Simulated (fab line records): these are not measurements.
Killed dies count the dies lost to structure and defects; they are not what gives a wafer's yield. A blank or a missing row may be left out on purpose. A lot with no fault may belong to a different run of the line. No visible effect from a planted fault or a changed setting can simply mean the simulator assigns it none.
Split-lot experiment	flow berkeleyCmos170	on a route of 331 steps: 5 lots, 23 wafers read

== THE SPLIT ==
At UCB170_START_OXIDATION_02 (target thk 20 nm, ox time 1800 s), the setting tempC was moved away from the recipe's 950 C on 15 of the 23 wafers read, by -1.9% to +2.3%. This setting was run at the recipe's value on the other wafers.

Between the split and the reading, the file records no step.

== THE READING ==
Values of START_OXIDE_THK in nm from UCB170_START_THK_MEAS_03. Fault-free wafers of this fab line usually give 20.2 nm, standard deviation 0.34 nm.

wafer	tool, chamber at the split	tempC as run, C	against the recipe	START_OXIDE_THK, nm	against lot-mates on the recipe
L076.3	furnace-03, 0	950	recipe	19.8	-
L076.5	furnace-03, 0	950	recipe	20.2	-
L076.6	furnace-03, 0	950	recipe	20.0	-
L077.1	-, -	966.1	+1.7%	23.6	no lot-mate on the recipe
L077.2	-, -	966.1	+1.7%	24.1	no lot-mate on the recipe
L077.3	-, -	966.1	+1.7%	23.7	no lot-mate on the recipe
L077.5	-, -	966.1	+1.7%	24.0	no lot-mate on the recipe
L077.6	-, -	966.1	+1.7%	23.8	no lot-mate on the recipe
L078.1	-, -	931.6	-1.9%	17.0	no lot-mate on the recipe
L078.3	-, -	931.6	-1.9%	16.8	no lot-mate on the recipe
L078.4	-, -	931.6	-1.9%	16.8	no lot-mate on the recipe
L078.5	-, -	931.6	-1.9%	16.7	no lot-mate on the recipe
L078.6	-, -	931.6	-1.9%	16.9	no lot-mate on the recipe
L080.1	-, -	950	recipe	20.1	-
L080.2	-, -	950	recipe	20.1	-
L080.3	-, -	950	recipe	19.9	-
L080.4	-, -	950	recipe	19.9	-
L080.5	-, -	950	recipe	20.2	-
L083.2	-, -	972.3	+2.3%	25.3	no lot-mate on the recipe
L083.3	-, -	972.3	+2.3%	25.2	no lot-mate on the recipe
L083.4	-, -	972.3	+2.3%	25.3	no lot-mate on the recipe
L083.5	-, -	972.3	+2.3%	25.0	no lot-mate on the recipe
L083.6	-, -	972.3	+2.3%	25.3	no lot-mate on the recipe

FIT RESULTS
A straight line over all 23 wafers: START_OXIDE_THK changes by +1.98 nm for each +1% of tempC; r = +1.00; the points scatter about the line by 0.32 nm.
Too few moved wafers with a lot-mate on the recipe to fit a line net of each lot's own level.

== THE WHOLE CHAIN: every reading that the file lists as answering this split, in the file's order ==
step	what it does	reading	change (the file's fit)	r (the file's)
UCB170_START_OXIDATION_02	target thk 20 nm, ox time 1800 s	SiO2_of_START_OXIDATION_02.thkNm (the simulator's own value, which no gauge read)	+1.98 nm for each +1% of the setting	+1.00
UCB170_START_THK_MEAS_03		START_OXIDE_THK	+1.99 for each +1% of the setting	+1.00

== THE FILE'S OWN FIT ==
START_OXIDE_THK changes by +1.99 nm for each +1% of tempC, r = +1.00.
